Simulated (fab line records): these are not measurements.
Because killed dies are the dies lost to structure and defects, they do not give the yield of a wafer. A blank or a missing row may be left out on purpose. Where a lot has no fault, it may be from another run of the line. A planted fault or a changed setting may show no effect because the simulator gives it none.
2 desks looking at one fault | flow rit cmos | only its own numbers are on each desk; what lay behind them is given at the end

METROLOGY DESK
What the gauges read for every lot (on any tool): the sampled wafers with a number, averaged. A lot is out of limits, marked OUT, if its mean lies more than 4 standard deviations from the usual mean; the brackets give that distance.
Columns: A = NLDD_OVL at RIT_NLDD_OVL_MEAS_06, usual -0.8 nm; B = NLDD_TW at RIT_NLDD_TW_MEAS_10, usual 2476; C = PLDD_OVL at RIT_PLDD_OVL_MEAS_06, usual -1.0 nm
lot  | first seen here | A    | B    | C
L344 | day 3 04:37     | -1.9 | 2457 | -0.9
L346 | day 3 14:07     | 0.8  | 2503 | -0.1
L353 | day 5 02:04     | -2.0 | 2470 | -1.3
L354 | day 5 08:58     | 0.5  | 2481 | -1.5
L355 | day 5 16:44     | 3.4  | 2481 | -0.3
L356 | day 5 17:17     | -2.3 | 2489 | -0.1
L362 | day 6 21:05     | -2.0 | 2460 | -0.3
Result from this desk: across the 7 lots, nothing is out of limits.

THE TOOL OWNER'S DESK: litho track-03
The tool's own readings at RIT_PLDD_COAT_01 (resist thk 1000 nm): means of the sampled wafers that have a number, for each lot that ran on this tool. A lot is out of limits, marked OUT, if its mean lies more than 4 standard deviations from the usual mean; the brackets give that distance.
Columns: A = dispense pressure kPa at RIT_PLDD_COAT_01, usual 48 kPa; B = spin speed rpm at RIT_PLDD_COAT_01, usual 3250.0 rpm
lot  | first seen here | A  | B
L344 | day 3 05:22     | 44 | 3250.7
L346 | day 3 14:50     | 44 | 3247.2
L353 | day 5 02:53     | 44 | 3248.6
L354 | day 5 09:43     | 44 | 3250.0
L356 | day 5 18:00     | 44 | 3250.0
Result from this desk: across the 5 lots, nothing is out of limits.

PUT TOGETHER
Metrology desk: nothing out of limits seen.
The desk of the tool owner found nothing out of limits.

WHAT WAS PUT IN BY THE SIMULATOR
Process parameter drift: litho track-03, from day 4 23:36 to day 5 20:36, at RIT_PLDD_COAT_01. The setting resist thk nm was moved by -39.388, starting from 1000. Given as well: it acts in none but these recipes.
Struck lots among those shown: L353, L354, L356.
